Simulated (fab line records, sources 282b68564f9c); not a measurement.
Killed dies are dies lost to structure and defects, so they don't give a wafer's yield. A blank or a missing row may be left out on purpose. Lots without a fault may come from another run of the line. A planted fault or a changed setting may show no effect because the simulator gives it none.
One fault seen from 2 desks | flow rit_cmos | each desk has only its own numbers; what lay behind them comes last

THE TOOL OWNER'S DESK: lpcvd-02
The tool's own readings at RIT_SPACER_CVD_03 (deposits Si3N4 from SiH2Cl2/NH3, target thk 250 nm, time 3300 s): means of the sampled wafers that have a number, for each lot that ran on this tool. A lot is out of limits, marked OUT, if its mean lies more than 4 standard deviations from the usual mean; the brackets give that distance.
Columns: A = spike_tc_centre_C at RIT_SPACER_CVD_03, usual 811.6 C; B = spike_tc_load_C at RIT_SPACER_CVD_03, usual 833 C; C = spike_tc_source_C at RIT_SPACER_CVD_03, usual 834 C; D = susceptor_temp_C at RIT_SPACER_CVD_03, usual 809.9 C
lot  | first seen here | A               | B              | C              | D
L589 | day 3 02:05     | 810.9           | 824            | 834            | 810.4
L594 | day 4 08:17     | 810.5           | 834            | 831            | 809.7
L600 | day 5 12:32     | 835.0 (+16) OUT | 850 (+4.4) OUT | 859 (+8.4) OUT | 834.5 (+65) OUT
This desk's finding: out of limits on L600; first on L600, day 5 12:32 (spike_tc_centre_C at RIT_SPACER_CVD_03). In limits: L589, L594.

THE METROLOGY DESK
What the gauges read, lot by lot, whatever tool the lot ran on: means of the sampled wafers that have a number. A lot is out of limits, marked OUT, if its mean lies more than 4 standard deviations from the usual mean; the brackets give that distance.
Columns: A = SPACER_NITRIDE_THK at RIT_SPACER_THK_MEAS_04, usual 250.9 nm
lot  | first seen here | A
L589 | day 3 04:57     | 251.8
L590 | day 3 10:01     | 249.8
L591 | day 3 12:35     | 251.7
L593 | day 4 01:07     | 247.8
L594 | day 4 10:13     | 249.5
L595 | day 4 11:22     | 248.9
L598 | day 5 04:48     | 247.7
L599 | day 5 06:43     | 249.7
L600 | day 5 14:27     | 388.0 (+65) OUT
L603 | day 6 05:08     | 248.3
L607 | day 7 00:36     | 253.0
L609 | day 7 12:33     | 252.8
L610 | day 7 17:11     | 250.4
This desk's finding: out of limits on L600; first on L600, day 5 14:27 (SPACER_NITRIDE_THK at RIT_SPACER_THK_MEAS_04). In limits: L589, L590, L591, L593, L594, L595, L598, L599, L603, L607, L609, L610.

PUT TOGETHER
The tool owner's desk could have raised an alarm at day 5 12:32, on L600.
The metrology desk could have raised an alarm at day 5 14:27, on L600.
Of the lots named, all ran RIT_SPACER_CVD_03 on lpcvd-02.

WHAT THE SIMULATOR HAD PUT IN
Process parameter drift: lpcvd-02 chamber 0, from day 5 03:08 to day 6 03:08, at RIT_SPACER_CVD_03. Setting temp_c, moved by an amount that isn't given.
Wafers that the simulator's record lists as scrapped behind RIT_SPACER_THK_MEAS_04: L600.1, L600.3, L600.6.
Lots struck among those shown: L600.
Hours from the fault's start to each desk's first reading out of limits: the tool owner's desk, 9; the metrology desk, 11.
